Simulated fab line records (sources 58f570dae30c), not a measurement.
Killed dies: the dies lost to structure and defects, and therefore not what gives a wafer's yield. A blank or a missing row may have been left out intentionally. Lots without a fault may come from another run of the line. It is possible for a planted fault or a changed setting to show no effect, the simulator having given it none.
Problem report, 8D (eight disciplines) form, completed by code || flow berkeley cmos170 || the parts of the form that need people (team, actions taken, sign-off) are left out

1. WHAT IS WRONG
A mean of 156.4 s is read at UCB170_SPACER_ETCHBACK_03 for run length s, taken on 1 wafer of 1 lot, against 128.2 s (standard deviation 0.51) on wafers free of any fault. That is +55 standard deviations from the usual mean.
The step: etches SiO2 in CHF3/CF4/Ar, stops on Si, target depth 376 nm, time 100 s.
Earliest sighting: wafer L310.1 on rie diel-02 at day 8 13:44. The record has a number at this step for 15 wafers belonging to 5 lots. Rule for "out", or "out of limits": more than 4 standard deviations from the usual mean. Any other wafer with a number is counted as sound.

2. WHAT IT IS; WHAT IT IS NOT
{"question": "which readings at this step", "is": "run length s, oes product au", "is not": "cf4 flow sccm, drypump motor current A, throttle valve pct"}
{"question": "which lots", "is": "L310", "is not": "L307, L308, L319, L324"}
{"question": "which wafers of those lots", "is": "L310.1", "is not": "L310.3, L310.6"}
{"question": "read on which tools", "is": "rie diel-02", "is not": "rie diel-01"}
{"question": "when", "is": "from day 8 13:44", "is not": "up to then (8 sound wafers); but 6 sound wafers of L319, L324 came after"}

3. THE SUSPECTS, EACH WITH WHAT RULES IT OUT
Counting: a tool at a process step up to the reading stays a suspect if it ran every lot that is out. Sound lots after the first of them don't rule it out here, since some wafers of a struck lot are sound.
- plasma asher-02 at UCB170_NLDD_STRIP_10 (strips in O2): kept. It ran the lot that is out, L310 (day 8 10:19).
- pecvd-04 at UCB170_SPACER_CVD_00 (deposits SiO2 from TEOS/O2, target thk 376 nm, time 47 s): kept. L310, the lot that is out, went through it at day 8 10:38; up to then, the latest sound lot through it was L307 at day 7 12:13.
- rie diel-02 at UCB170_SPACER_ETCHBACK_03 (etches SiO2 in CHF3/CF4/Ar, stops on Si, target depth 376 nm, time 100 s): kept. L310, the lot that is out, went through it at day 8 13:44; up to then, the latest sound lot through it was L307 at day 7 16:43. Its own oes product au, run length s readings are out on those wafers.
- Within pecvd-04 at UCB170_SPACER_CVD_00: the wafers that are out ran in chamber 0; their sound lot-mates ran in chambers 1, 2.
- Within rie diel-02 at UCB170_SPACER_ETCHBACK_03: the wafers that are out ran in chamber 0; their sound lot-mates ran in chambers 2, 3.
Left after counting: plasma asher-02 at UCB170_NLDD_STRIP_10, pecvd-04 at UCB170_SPACER_CVD_00, rie diel-02 at UCB170_SPACER_ETCHBACK_03.

4. THE CAUSE (what the simulator had put in)
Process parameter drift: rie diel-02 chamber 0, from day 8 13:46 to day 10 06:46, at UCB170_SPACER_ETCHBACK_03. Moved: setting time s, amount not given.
Counting leaves 3 suspects; this tool is one of them.

5. THE CHAIN OF EFFECTS, in route order
Rows list readings where the struck wafers' mean (over those with a number) sits beyond 3 standard deviations from the usual. Only readings whose record carries a usual standard deviation are examined. hours: median over the lots of the time between each lot's start at the first step of this table that gives one and its start at this step. sigmas: the change, counted in usual standard deviations.
{"hours": 0, "step": "UCB170_SPACER_ETCHBACK_03", "reading": "oes product au", "usual": "0.905 a.u.", "on struck wafers": 0.780, "change": -0.125, "sigmas": -7.4}
{"hours": 0, "step": "UCB170_SPACER_ETCHBACK_03", "reading": "run length s", "usual": "128.2 s", "on struck wafers": 156.4, "change": "+28.2", "sigmas": "+55"}
Its process steps:
- UCB170_SPACER_ETCHBACK_03: etches SiO2 in CHF3/CF4/Ar, stops on Si, target depth 376 nm, time 100 s.

6. HOW IT WOULD HAVE BEEN CAUGHT EARLIER
In this record the first reading out of limits was taken at day 8 13:44.
